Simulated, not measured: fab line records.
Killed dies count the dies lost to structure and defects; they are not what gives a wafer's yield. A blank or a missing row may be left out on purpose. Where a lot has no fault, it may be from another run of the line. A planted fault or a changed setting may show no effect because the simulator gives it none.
Which tool did it? || flow rit cmos || 14 lots with 42 wafers sampled at 2 steps, on a route of 202 steps

== WHAT EACH GAUGE READ, for each wafer ==
Not one reading of a measure or inspect step in the record can be checked against a usual standard deviation.

== WHICH TOOL RAN EACH LOT (tool, then ch and the chambers of the sampled wafers, then the start) ==
{"lot": "L867", "RIT_PLDD_SOFTBAKE_02": "litho track-04 ch 0, day 3 02:26", "RIT_M1_PROBE_99": "prober-02, day 3 18:04"}
{"lot": "L868", "RIT_PLDD_SOFTBAKE_02": "litho track-02 ch 0, day 3 08:37", "RIT_M1_PROBE_99": "prober-01, day 3 23:24"}
{"lot": "L869", "RIT_PLDD_SOFTBAKE_02": "litho track-04 ch 0, day 3 15:05", "RIT_M1_PROBE_99": "prober-02, day 4 05:20"}
{"lot": "L870", "RIT_PLDD_SOFTBAKE_02": "litho track-01 ch 0, day 3 22:16", "RIT_M1_PROBE_99": "prober-01, day 4 13:15"}
{"lot": "L872", "RIT_PLDD_SOFTBAKE_02": "litho track-04 ch 0, day 4 06:34", "RIT_M1_PROBE_99": "prober-01, day 4 21:29"}
{"lot": "L873", "RIT_PLDD_SOFTBAKE_02": "litho track-04 ch 0, day 4 10:22", "RIT_M1_PROBE_99": "prober-02, day 5 01:04"}
{"lot": "L874", "RIT_PLDD_SOFTBAKE_02": "litho track-04 ch 0, day 4 12:26", "RIT_M1_PROBE_99": "prober-01, day 5 03:37"}
{"lot": "L875", "RIT_PLDD_SOFTBAKE_02": "litho track-01 ch 0, day 4 22:12", "RIT_M1_PROBE_99": "prober-02, day 5 12:45"}
{"lot": "L876", "RIT_PLDD_SOFTBAKE_02": "litho track-01 ch 0, day 5 02:49", "RIT_M1_PROBE_99": "prober-01, day 5 18:11"}
{"lot": "L877", "RIT_PLDD_SOFTBAKE_02": "litho track-04 ch 0, day 5 08:08", "RIT_M1_PROBE_99": "prober-02, day 5 23:38"}
{"lot": "L882", "RIT_PLDD_SOFTBAKE_02": "litho track-01 ch 0, day 6 20:48", "RIT_M1_PROBE_99": "prober-02, day 7 13:25"}
{"lot": "L885", "RIT_PLDD_SOFTBAKE_02": "litho track-01 ch 0, day 7 12:02", "RIT_M1_PROBE_99": "prober-02, day 8 05:03"}
{"lot": "L887", "RIT_PLDD_SOFTBAKE_02": "litho track-02 ch 0, day 8 02:25", "RIT_M1_PROBE_99": "prober-02, day 8 17:07"}
{"lot": "L889", "RIT_PLDD_SOFTBAKE_02": "litho track-04 ch 0, day 8 08:05", "RIT_M1_PROBE_99": "prober-01, day 8 23:03"}
- RIT_PLDD_SOFTBAKE_02: time 60 s.
- RIT_M1_PROBE_99

== AS READ BY THE TOOLS THEMSELVES (means over the sampled wafers that have a number; for cases with no such wafer, the mark the record gives instead) ==
RIT_PLDD_SOFTBAKE_02. Usual: exhaust pa 45.0 Pa, standard deviation 0.87; heater power total W 34.56 W, standard deviation 0.047; plate temp C 90.03 C, standard deviation 0.12.
{"lot": "L867", "tool": "litho track-04", "exhaust pa (Pa)": 44.9, "heater power total W (W)": 34.54, "plate temp C (C)": 89.99, "flag": ""}
{"lot": "L868", "tool": "litho track-02", "exhaust pa (Pa)": 44.6, "heater power total W (W)": 34.56, "plate temp C (C)": 89.84, "flag": ""}
{"lot": "L869", "tool": "litho track-04", "exhaust pa (Pa)": 44.3, "heater power total W (W)": 34.57, "plate temp C (C)": 89.88, "flag": ""}
{"lot": "L870", "tool": "litho track-01", "exhaust pa (Pa)": 43.4, "heater power total W (W)": 34.57, "plate temp C (C)": 90.14, "flag": ""}
{"lot": "L872", "tool": "litho track-04", "exhaust pa (Pa)": 46.0, "heater power total W (W)": 34.55, "plate temp C (C)": 90.01, "flag": ""}
{"lot": "L873", "tool": "litho track-04", "exhaust pa (Pa)": 45.4, "heater power total W (W)": 34.52, "plate temp C (C)": 90.16, "flag": ""}
{"lot": "L874", "tool": "litho track-04", "exhaust pa (Pa)": 45.4, "heater power total W (W)": 34.57, "plate temp C (C)": 90.03, "flag": ""}
{"lot": "L875", "tool": "litho track-01", "exhaust pa (Pa)": 45.0, "heater power total W (W)": 34.51, "plate temp C (C)": 90.13, "flag": ""}
{"lot": "L876", "tool": "litho track-01", "exhaust pa (Pa)": 45.6, "heater power total W (W)": 34.55, "plate temp C (C)": 89.95, "flag": ""}
{"lot": "L877", "tool": "litho track-04", "exhaust pa (Pa)": 45.2, "heater power total W (W)": 34.57, "plate temp C (C)": 89.97, "flag": ""}
{"lot": "L882", "tool": "litho track-01", "exhaust pa (Pa)": 45.1, "heater power total W (W)": 32.48, "plate temp C (C)": 86.08, "flag": "OFF"}
{"lot": "L885", "tool": "litho track-01", "exhaust pa (Pa)": 43.3, "heater power total W (W)": 32.45, "plate temp C (C)": 85.97, "flag": "OFF"}
{"lot": "L887", "tool": "litho track-02", "exhaust pa (Pa)": 45.3, "heater power total W (W)": 34.55, "plate temp C (C)": 90.07, "flag": ""}
{"lot": "L889", "tool": "litho track-04", "exhaust pa (Pa)": 44.9, "heater power total W (W)": 34.57, "plate temp C (C)": 89.98, "flag": ""}

RIT_M1_PROBE_99. Usual: killed_at_M0_to_M3 0.0, standard deviation 0.083; killed at contacts 0.1, standard deviation 0.27; killed at front end 7, standard deviation 3.1; killed dies 7, standard deviation 3.2; killed open 3.8, standard deviation 2.1; killed short 3.6, standard deviation 2.
{"lot": "L867", "tool": "prober-02", "killed_at_M0_to_M3": 0.0, "killed at contacts": 0.0, "killed at front end": 7, "killed dies": 7, "killed open": 3.0, "killed short": 4.0, "flag": ""}
{"lot": "L868", "tool": "prober-01", "killed_at_M0_to_M3": 0.0, "killed at contacts": 0.0, "killed at front end": 8, "killed dies": 8, "killed open": 5.7, "killed short": 2.7, "flag": ""}
{"lot": "L869", "tool": "prober-02", "killed_at_M0_to_M3": 0.0, "killed at contacts": 0.0, "killed at front end": 8, "killed dies": 8, "killed open": 3.7, "killed short": 4.3, "flag": ""}
{"lot": "L870", "tool": "prober-01", "killed_at_M0_to_M3": 0.0, "killed at contacts": 0.0, "killed at front end": 8, "killed dies": 8, "killed open": 4.3, "killed short": 3.7, "flag": ""}
{"lot": "L872", "tool": "prober-01", "killed_at_M0_to_M3": 0.0, "killed at contacts": 0.3, "killed at front end": 5, "killed dies": 5, "killed open": 2.3, "killed short": 3.0, "flag": ""}
{"lot": "L873", "tool": "prober-02", "killed_at_M0_to_M3": 0.0, "killed at contacts": 0.0, "killed at front end": 7, "killed dies": 7, "killed open": 4.0, "killed short": 3.0, "flag": ""}
{"lot": "L874", "tool": "prober-01", "killed_at_M0_to_M3": 0.0, "killed at contacts": 0.0, "killed at front end": 8, "killed dies": 8, "killed open": 3.3, "killed short": 5.0, "flag": ""}
{"lot": "L875", "tool": "prober-02", "killed_at_M0_to_M3": 0.3, "killed at contacts": 0.0, "killed at front end": 7, "killed dies": 8, "killed open": 3.0, "killed short": 4.7, "flag": "OFF"}
{"lot": "L876", "tool": "prober-01", "killed_at_M0_to_M3": 0.0, "killed at contacts": 0.0, "killed at front end": 10, "killed dies": 10, "killed open": 5.3, "killed short": 4.7, "flag": ""}
{"lot": "L877", "tool": "prober-02", "killed_at_M0_to_M3": 0.0, "killed at contacts": 0.0, "killed at front end": 8, "killed dies": 8, "killed open": 4.0, "killed short": 4.0, "flag": ""}
{"lot": "L882", "tool": "prober-02", "killed_at_M0_to_M3": 0.0, "killed at contacts": 0.3, "killed at front end": 6, "killed dies": 6, "killed open": 2.3, "killed short": 3.7, "flag": ""}
{"lot": "L885", "tool": "prober-02", "killed_at_M0_to_M3": 0.0, "killed at contacts": 0.0, "killed at front end": 8, "killed dies": 8, "killed open": 4.3, "killed short": 3.3, "flag": ""}
{"lot": "L887", "tool": "prober-02", "killed_at_M0_to_M3": 0.0, "killed at contacts": 0.0, "killed at front end": 4, "killed dies": 4, "killed open": 2.7, "killed short": 1.7, "flag": ""}
{"lot": "L889", "tool": "prober-01", "killed_at_M0_to_M3": 0.0, "killed at contacts": 0.0, "killed at front end": 11, "killed dies": 11, "killed open": 5.3, "killed short": 5.3, "flag": ""}

== THE ANSWER, worked out from the rows above alone ==
Rule: take the mean of a lot's wafers that have a number; if it is more than 3 standard deviations from the usual mean, the lot is off. Also off: a lot with no number at a reading for which 4 or more lots have one. Where the step has rows for the other lots, those lots are counted as sound. After the gauges, taken in route order, come the tools' own readings; for these a lot's mean is taken, as printed above. At the first step where some lot is off, the reading lying furthest off is the one used; lots without a number count as furthest.
Off: L882, L885, at RIT_PLDD_SOFTBAKE_02 (heater power total W).
A tool fits if, at that step or a process step before it, it ran every lot that is off, and no sound lot after the first of them. One candidate fits, namely litho track-01 at RIT_PLDD_SOFTBAKE_02. Its last sound lot is L876 (day 5 02:49), its first lot that is off L882 (day 6 20:48): a fault that began between those two fits.
The tool's own readings at RIT_PLDD_SOFTBAKE_02 bear it out: on the lots that are off they differ by more than 5 times the standard deviation of the sound lots' means. heater power total W reads 32.47 W there against 34.55 W on the sound lots; plate temp C reads 86.03 C there against 90.01 C on the sound lots.

== WHAT WAS PUT IN BY THE SIMULATOR ==
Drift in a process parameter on litho track-01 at RIT_PLDD_SOFTBAKE_02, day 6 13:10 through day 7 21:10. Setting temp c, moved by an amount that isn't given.
Shown lots that were struck: L882, L885. The same result came from the rule above.
